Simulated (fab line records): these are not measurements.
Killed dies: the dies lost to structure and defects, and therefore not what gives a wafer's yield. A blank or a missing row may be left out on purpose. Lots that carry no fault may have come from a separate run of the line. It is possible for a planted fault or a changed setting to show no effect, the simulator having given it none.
Which tool was responsible?	flow berkeley-cmos170	45 wafers sampled from 15 lots at 1 step of a route of 331

== WHAT EACH GAUGE READ, for each wafer ==
The record holds no reading of a measuring or inspecting step that can be judged against a usual standard deviation.

== WHICH TOOL RAN EACH LOT (tool, then ch and the chambers of the sampled wafers, then the start) ==
lot	UCB170_NWELL_OXIDATION_01
L319	furnace-01 ch 0, day 2 06:40
L322	furnace-01 ch 0, day 2 21:29
L325	furnace-02 ch 0, day 3 03:10
L326	furnace-04 ch 0, day 3 11:47
L328	furnace-01 ch 0, day 3 19:22
L329	furnace-01, day 4 01:49
L330	furnace-01, day 4 01:49
L331	furnace-04, day 4 08:54
L333	furnace-02 ch 0, day 5 01:23
L337	furnace-04 ch 0, day 5 20:37
L338	furnace-04 ch 0, day 6 00:43
L339	furnace-04 ch 0, day 6 00:43
L340	furnace-04 ch 0, day 6 10:15
L341	furnace-01 ch 0, day 6 15:59
L342	furnace-04 ch 0, day 6 21:03
- UCB170_NWELL_OXIDATION_01: target thk 26.4 nm, ox time 1260 s.

== AS READ BY THE TOOLS THEMSELVES (means over the sampled wafers that have a number; for cases with no such wafer, the mark the record gives instead) ==
UCB170_NWELL_OXIDATION_01. Usual: ox-temp-c 1000.1 C, standard deviation 0.44; ox-temp-c-max 1005.2, standard deviation 0.97; zone-power-centre-pct 42.7 %, standard deviation 2.4.
lot	tool	ox-temp-c (C)	ox-temp-c-max	zone-power-centre-pct (%)	flag
L319	furnace-01	1000.1	1005.2	41.5	
L322	furnace-01	1000.9	1005.9	41.4	
L325	furnace-02	1000.3	1006.7	48.6	
L326	furnace-04	1000.3	1005.4	42.1	
L328	furnace-01	1000.2	1005.2	41.1	
L329	furnace-01	-	-	-	OFF
L330	furnace-01	-	-	-	OFF
L331	furnace-04	-	-	-	OFF
L333	furnace-02	1000.4	1006.6	48.9	
L337	furnace-04	999.8	1005.2	42.7	
L338	furnace-04	1000.2	1005.4	42.4	
L339	furnace-04	1000.4	1004.5	42.5	
L340	furnace-04	1000.0	1005.0	42.7	
L341	furnace-01	999.7	1005.0	41.5	
L342	furnace-04	999.8	1004.2	42.1	

== THE ANSWER, worked out from the rows above alone ==
Rule: a lot is off if the mean of its wafers that have a number lies more than 3 standard deviations from the usual mean. Also off: a lot with no number at a reading for which 4 or more lots have one. The other lots that the step has rows for count as sound. First the gauges in route order, then the tools' own readings, where a lot's mean is used as printed above. The first step at which some lot is off is used, and at that step the reading that is off furthest; a lot without a number counts as furthest.
Off at UCB170_NWELL_OXIDATION_01 (ox-temp-c): L329, L330, L331. Without a number there: L329, L330, L331.
A tool fits if, at that step or a process step before it, it ran every lot that is off, and no sound lot after the first of them. No candidate that was tried fits.

== WHAT THE SIMULATOR PUT IN ==
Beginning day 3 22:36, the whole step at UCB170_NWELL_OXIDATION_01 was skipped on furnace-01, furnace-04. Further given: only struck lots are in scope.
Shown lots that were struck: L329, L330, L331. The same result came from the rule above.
